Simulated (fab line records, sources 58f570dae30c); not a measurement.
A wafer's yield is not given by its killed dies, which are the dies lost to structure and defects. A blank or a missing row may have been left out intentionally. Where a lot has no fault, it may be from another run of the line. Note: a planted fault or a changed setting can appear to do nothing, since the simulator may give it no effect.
The same fault as seen by 2 desks || flow berkeley-cmos170 || every desk sees just its own numbers, and what lay behind them comes last

AT THE METROLOGY DESK
Means of the sampled wafers that have a number, per lot and without regard to the tool the lot ran on: this is what the gauges read. Any lot whose mean is over 4 standard deviations away from the usual mean is out of limits and marked OUT; that distance is given in the brackets.
Columns: A = cd-nm at UCB170_GATE_CD_MEAS_90, usual 350.1 nm; B = NLDD_OVL at UCB170_NLDD_OVL_MEAS_07, usual -1 nm; C = CONTACT_PSG_THK at UCB170_CONTACT_THK_MEAS_02, usual 703 nm
{"lot": "L723", "first seen here": "day 6 07:04", "A": 349.9, "B": -4, "C": 698}
{"lot": "L724", "first seen here": "day 6 14:40", "A": 351.3, "B": -1, "C": 698}
{"lot": "L725", "first seen here": "day 6 21:46", "A": 351.0, "B": -5, "C": 694}
{"lot": "L727", "first seen here": "day 6 22:05", "A": 350.7, "B": 3, "C": 709}
{"lot": "L726", "first seen here": "day 6 22:19", "A": 350.2, "B": -5, "C": 700}
{"lot": "L728", "first seen here": "day 7 08:59", "A": 350.5, "B": 4, "C": 700}
{"lot": "L730", "first seen here": "day 7 12:26", "A": 349.9, "B": -8, "C": 697}
{"lot": "L729", "first seen here": "day 7 12:42", "A": 350.8, "B": -3, "C": 693}
{"lot": "L732", "first seen here": "day 7 20:20", "A": 351.2, "B": 3, "C": 713}
{"lot": "L731", "first seen here": "day 7 20:36", "A": 349.6, "B": -1, "C": 707}
{"lot": "L734", "first seen here": "day 8 05:25", "A": 348.9, "B": -10, "C": 702}
{"lot": "L736", "first seen here": "day 9 04:18", "A": 348.8, "B": 6, "C": 679}
{"lot": "L739", "first seen here": "day 9 12:16", "A": 349.7, "B": -2, "C": 680}
{"lot": "L742", "first seen here": "day 10 11:32", "A": 350.7, "B": -5, "C": 714}
This desk's verdict: no lot among the 14 shows anything out of limits.

FOR THE TOOL OWNER'S DESK: lpcvd-02
The tool's own readings at UCB170_CONTACT_CVD_01 (deposits PSG from SiH4/O2/PH3, target thk 700 nm, time 2820 s): means of the sampled wafers that have a number, for each lot that ran on this tool. Any lot whose mean is over 4 standard deviations away from the usual mean is out of limits and marked OUT; that distance is given in the brackets.
Columns: A = o2-flow-sccm at UCB170_CONTACT_CVD_01, usual 90.02 sccm; B = ph3-flow-sccm at UCB170_CONTACT_CVD_01, usual 24.99 sccm; C = spike-tc-centre-C at UCB170_CONTACT_CVD_01, usual 452.4 C; D = susceptor-temp-C at UCB170_CONTACT_CVD_01, usual 449.98 C; E = zone-power-source-pct at UCB170_CONTACT_CVD_01, usual 6.9 %
{"lot": "L723", "first seen here": "day 7 03:50", "A": 90.17, "B": 24.98, "C": 456.3, "D": 449.86, "E": 7.7}
{"lot": "L726", "first seen here": "day 7 10:53", "A": 90.10, "B": 25.01, "C": 452.3, "D": 449.84, "E": 6.2}
{"lot": "L727", "first seen here": "day 7 10:53", "A": 90.05, "B": 25.00, "C": 452.1, "D": 450.05, "E": 6.2}
{"lot": "L729", "first seen here": "day 8 07:23", "A": 89.89, "B": 25.02, "C": 453.7, "D": 450.04, "E": 7.7}
{"lot": "L734", "first seen here": "day 8 23:18", "A": 89.75, "B": 24.92, "C": 454.6, "D": 450.08, "E": 7.6}
{"lot": "L736", "first seen here": "day 9 18:14", "A": 90.08, "B": "19.97 (-61) OUT", "C": 451.2, "D": 450.07, "E": 6.3}
{"lot": "L739", "first seen here": "day 10 06:32", "A": 89.77, "B": "19.99 (-61) OUT", "C": 451.7, "D": 449.95, "E": 6.1}
Finding of this desk: L736, L739 out of limits; the first was L736 at day 9 18:14, on ph3-flow-sccm at UCB170_CONTACT_CVD_01. Within limits: L723, L726, L727, L729, L734.

ALL TOGETHER
An alarm could have come from the tool owner's desk at day 9 18:14, on L736, L739.
Metrology desk: nothing out of limits seen.
The metrology desk holds a record of L736, L739, inside its limits.
On lpcvd-02, each named lot ran UCB170_CONTACT_CVD_01.

WHAT THE SIMULATOR HAD PUT IN
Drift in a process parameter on lpcvd-02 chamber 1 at UCB170_CONTACT_CVD_01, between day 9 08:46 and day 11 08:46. Setting ph3-flow-sccm shifted by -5 from 25.
Shown lots that were struck: L736, L739.
Hours from the fault's start to each desk's first reading out of limits: the tool owner's desk, 9.
